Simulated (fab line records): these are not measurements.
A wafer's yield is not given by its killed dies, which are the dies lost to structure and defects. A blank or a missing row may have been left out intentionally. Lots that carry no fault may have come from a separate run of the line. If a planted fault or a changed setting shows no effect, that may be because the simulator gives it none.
One fault through the eyes of 2 desks / flow berkeley cmos170 / every desk sees just its own numbers, and what lay behind them comes last

FROM THE METROLOGY DESK
What the gauges read, lot by lot, whatever tool the lot ran on: means of the sampled wafers that have a number. If a lot's mean is further than 4 standard deviations from the usual mean, the lot is out of limits and carries the mark OUT (the distance appears in the brackets).
Columns: A = PLDD_TW at UCB170_PLDD_TW_MEAS_11, usual 1000; B = PLDD_RS at UCB170_SDANNEAL_RS_MEAS_04, usual 1032.0 ohm/sq
lot=L456; first seen here=day 7 13:22; A=994; B=1034.0
lot=L459; first seen here=day 9 00:41; A=959 (-6.2) OUT; B=1129.0 (+35) OUT
lot=L463; first seen here=day 9 18:32; A=996; B=1032.8
lot=L462; first seen here=day 9 18:50; A=960 (-6.0) OUT; B=1131.8 (+36) OUT
lot=L466; first seen here=day 10 13:15; A=1002; B=1029.9
lot=L469; first seen here=day 11 08:52; A=999; B=1033.1
lot=L471; first seen here=day 11 22:13; A=1007; B=1029.3
lot=L472; first seen here=day 11 22:29; A=1007; B=1032.3
lot=L473; first seen here=day 12 14:06; A=1000; B=1031.4
lot=L475; first seen here=day 13 00:36; A=1009; B=1027.8
lot=L476; first seen here=day 13 12:41; A=990; B=1035.1
lot=L477; first seen here=day 13 12:49; A=1004; B=1032.3
lot=L479; first seen here=day 13 18:05; A=989; B=1036.8
lot=L478; first seen here=day 13 18:22; A=1008; B=1028.7
This desk's finding: out of limits on L459, L462; first on L459, day 9 00:41 (PLDD_TW at UCB170_PLDD_TW_MEAS_11). In limits: L456, L463, L466, L469, L471, L472, L473, L475, L476, L477, L479, L478.

DESK OF THE TOOL OWNER: implanter-04
The tool's own readings at UCB170_PLDD_IMPLANT_09, given as means over the sampled wafers that have a number, one for each lot that went through this tool. If a lot's mean is further than 4 standard deviations from the usual mean, the lot is out of limits and carries the mark OUT (the distance appears in the brackets).
Columns: A = beam on s at UCB170_PLDD_IMPLANT_09, usual 10.03 s; B = dose ions cm2 at UCB170_PLDD_IMPLANT_09, usual 4.999e+13; C = faraday current uA at UCB170_PLDD_IMPLANT_09, usual 158
lot=L456; first seen here=day 7 13:07; A=9.81; B=5.001e+13; C=162
lot=L459; first seen here=day 9 00:26; A=10.20; B=3.900e+13 (-99 or more) OUT; C=121 (-12) OUT
lot=L462; first seen here=day 9 18:38; A=10.04; B=3.903e+13 (-99 or more) OUT; C=123 (-11) OUT
lot=L473; first seen here=day 12 13:51; A=9.86; B=4.993e+13; C=160
lot=L477; first seen here=day 13 12:34; A=10.24; B=4.996e+13; C=155
lot=L478; first seen here=day 13 18:09; A=10.20; B=4.995e+13; C=155
Finding of this desk: L459, L462 out of limits; the first was L459 at day 9 00:26, on dose ions cm2 at UCB170_PLDD_IMPLANT_09. In limits: L456, L473, L477, L478.

ALL TOGETHER
The tool owner's desk could have raised an alarm at day 9 00:26, on L459, L462.
An alarm was possible from the metrology desk at day 9 00:41, on L459, L462.
Every lot named ran UCB170_PLDD_IMPLANT_09 on implanter-04.

WHAT THE SIMULATOR PUT IN
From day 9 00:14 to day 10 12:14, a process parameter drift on implanter-04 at UCB170_PLDD_IMPLANT_09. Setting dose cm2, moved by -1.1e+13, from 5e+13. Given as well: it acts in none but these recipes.
Shown lots that were struck: L459, L462.
Counting hours from when the fault started, the first reading out of limits came at 0 for the tool owner's desk and at 0 for the metrology desk.
